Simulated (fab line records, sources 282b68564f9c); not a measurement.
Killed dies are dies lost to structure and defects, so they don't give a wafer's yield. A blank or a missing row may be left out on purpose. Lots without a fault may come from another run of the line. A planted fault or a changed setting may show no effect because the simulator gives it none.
Which tool did it? | flow rit_cmos | 7 lots, 21 wafers sampled, at 2 steps of a route of 202

WHAT THE GAUGES READ, wafer by wafer
RIT_PRETRO_TW_MEAS_10.
lot  | measured    | on            | PRETRO_TW
L303 | day 2 19:09 | film_metro-04 | 473.8 472.6 471.9
L309 | day 4 00:23 | film_metro-03 | 420.1 419.5 420.9
L313 | day 4 23:13 | film_metro-04 | 469.8 468.1 467.0
L315 | day 5 08:03 | film_metro-03 | 473.1 476.1 470.6
L319 | day 6 01:50 | film_metro-03 | 476.8 475.5 470.8
L322 | day 6 18:38 | film_metro-01 | 478.5 473.7 476.2
L324 | day 7 03:28 | film_metro-03 | 474.4 469.1 472.7

WHICH TOOL RAN EACH LOT (tool, then ch and the chambers of the sampled wafers, then the start)
lot  | RIT_PRETRO_IMPLANT_08
L303 | implanter-02 ch 0, day 2 18:49
L309 | implanter-02 ch 0, day 4 00:05
L313 | implanter-01 ch 0, day 4 22:54
L315 | implanter-04 ch 0, day 5 07:46
L319 | implanter-01 ch 0, day 6 01:32
L322 | implanter-04 ch 0, day 6 18:19
L324 | implanter-01 ch 0, day 7 03:11
- RIT_PRETRO_IMPLANT_08

THE ANSWER, worked out from the rows above alone
Rule: what is usual is taken from the lots themselves. Put in order of their means at a reading, lots are off if they are a third of the lots or fewer, leave a main group of 4 or more, and stand apart from it by a gap of 3 or more times the standard deviation of the main group's means; of several such gaps the widest counts. A main group whose means are all the same, to the digits that the tables above print for the reading, isn't used. A lot without any number at a reading at which 4 lots or more have one is off too. The other lots that the step has rows for count as sound.
Off: L309, at RIT_PRETRO_TW_MEAS_10 (PRETRO_TW). The main group: mean 472.8, standard deviation 2.4.
A tool fits if, at a process step before that reading, it ran every lot that is off, and no sound lot after the first of them. The gauges at RIT_PRETRO_TW_MEAS_10 are tried like those tools. One fits: implanter-02 at RIT_PRETRO_IMPLANT_08. Its last sound lot is L303 (day 2 18:49), its first lot that is off L309 (day 4 00:05): a fault that began between those two fits.

WHAT THE SIMULATOR HAD PUT IN
Process parameter drift: implanter-02, from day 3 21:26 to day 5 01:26, at RIT_PRETRO_IMPLANT_08. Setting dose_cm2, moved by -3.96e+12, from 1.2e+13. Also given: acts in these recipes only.
Lots struck among those shown: L309. The rule above found the same.
